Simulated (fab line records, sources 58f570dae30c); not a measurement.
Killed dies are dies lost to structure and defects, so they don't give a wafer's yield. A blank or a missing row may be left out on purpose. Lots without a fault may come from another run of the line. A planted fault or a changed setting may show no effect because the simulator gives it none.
Problem report in the 8D (eight disciplines) form, filled by code | flow berkeley_cmos170 | the parts of the form that need people (team, actions taken, sign-off) are left out

1. THE PROBLEM
dose_ions_cm2 at UCB170_PFIELD_IMPLANT_07 reads a mean of 2.3207e+13 on 6 wafers of 2 lots; wafers without a fault read 2.0001e+13 with a standard deviation of 2.7e+10. That is +99 or more standard deviations from the usual mean.
First seen on wafer L619.1, day 8 19:01, on implanter-01. The record holds 18 wafers of 6 lots with a number at this step. Rule for "out", or "out of limits": more than 4 standard deviations from the usual mean. The other wafers with a number count as sound.

2. WHAT IT IS AND WHAT IT IS NOT
question                    | is                                | is not
which readings at this step | dose_ions_cm2, faraday_current_uA | -
which lots                  | L619, L620                        | L600, L605, L621, L622
which wafers of those lots  | all that have a number            | -
read on which tools         | implanter-01                      | implanter-02, implanter-03
when                        | from day 8 19:01                  | up to then (6 sound wafers); but 6 sound wafers of L621, L622 came after

3. SUSPECTS, AND WHAT RULES EACH OUT
Counting: a tool at a process step up to the reading stays a suspect if it ran every lot that is out and no sound lot after the first of them.
- plasma_asher-03 at UCB170_ACTIVE_STRIP_16 (strips in O2): kept. It ran every lot that is out, first L619 (day 8 17:45), and no sound lot after that; its last sound lot up to then is L605 (day 6 15:31).
- implanter-01 at UCB170_PFIELD_IMPLANT_07: kept. It ran every lot that is out, first L619 (day 8 19:01), and no sound lot after that; its last sound lot up to then is L605 (day 6 19:58). Its own readings are out on those wafers: dose_ions_cm2, faraday_current_uA.
Left after counting: plasma_asher-03 at UCB170_ACTIVE_STRIP_16, implanter-01 at UCB170_PFIELD_IMPLANT_07.

4. THE CAUSE (what the simulator had put in)
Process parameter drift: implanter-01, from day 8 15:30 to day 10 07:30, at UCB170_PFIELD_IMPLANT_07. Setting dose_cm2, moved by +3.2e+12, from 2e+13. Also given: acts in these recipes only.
Counting left 2 suspects, and this tool is among them.

5. THE CHAIN OF EFFECTS, in route order
Each row: a reading whose mean over the struck wafers that have a number lies more than 3 standard deviations from the usual. Only readings for which the record gives a usual standard deviation are gone through. hours: the time from each lot's start at the first step in this table that gives one to its start at this step, as a median over the lots. sigmas: the change in usual standard deviations.
hours | step                     | reading            | usual      | on struck wafers | change      | sigmas
0     | UCB170_PFIELD_IMPLANT_07 | dose_ions_cm2      | 2.0001e+13 | 2.3207e+13       | +3.2063e+12 | +99 or more
0     | UCB170_PFIELD_IMPLANT_07 | faraday_current_uA | 63.4       | 73.3             | +9.9        | +8.2
The process steps in it:
- UCB170_PFIELD_IMPLANT_07

6. WHAT WOULD HAVE CAUGHT IT SOONER
In this record the first reading out of limits was taken at day 8 19:01, 4 hours after the fault began at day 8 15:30.
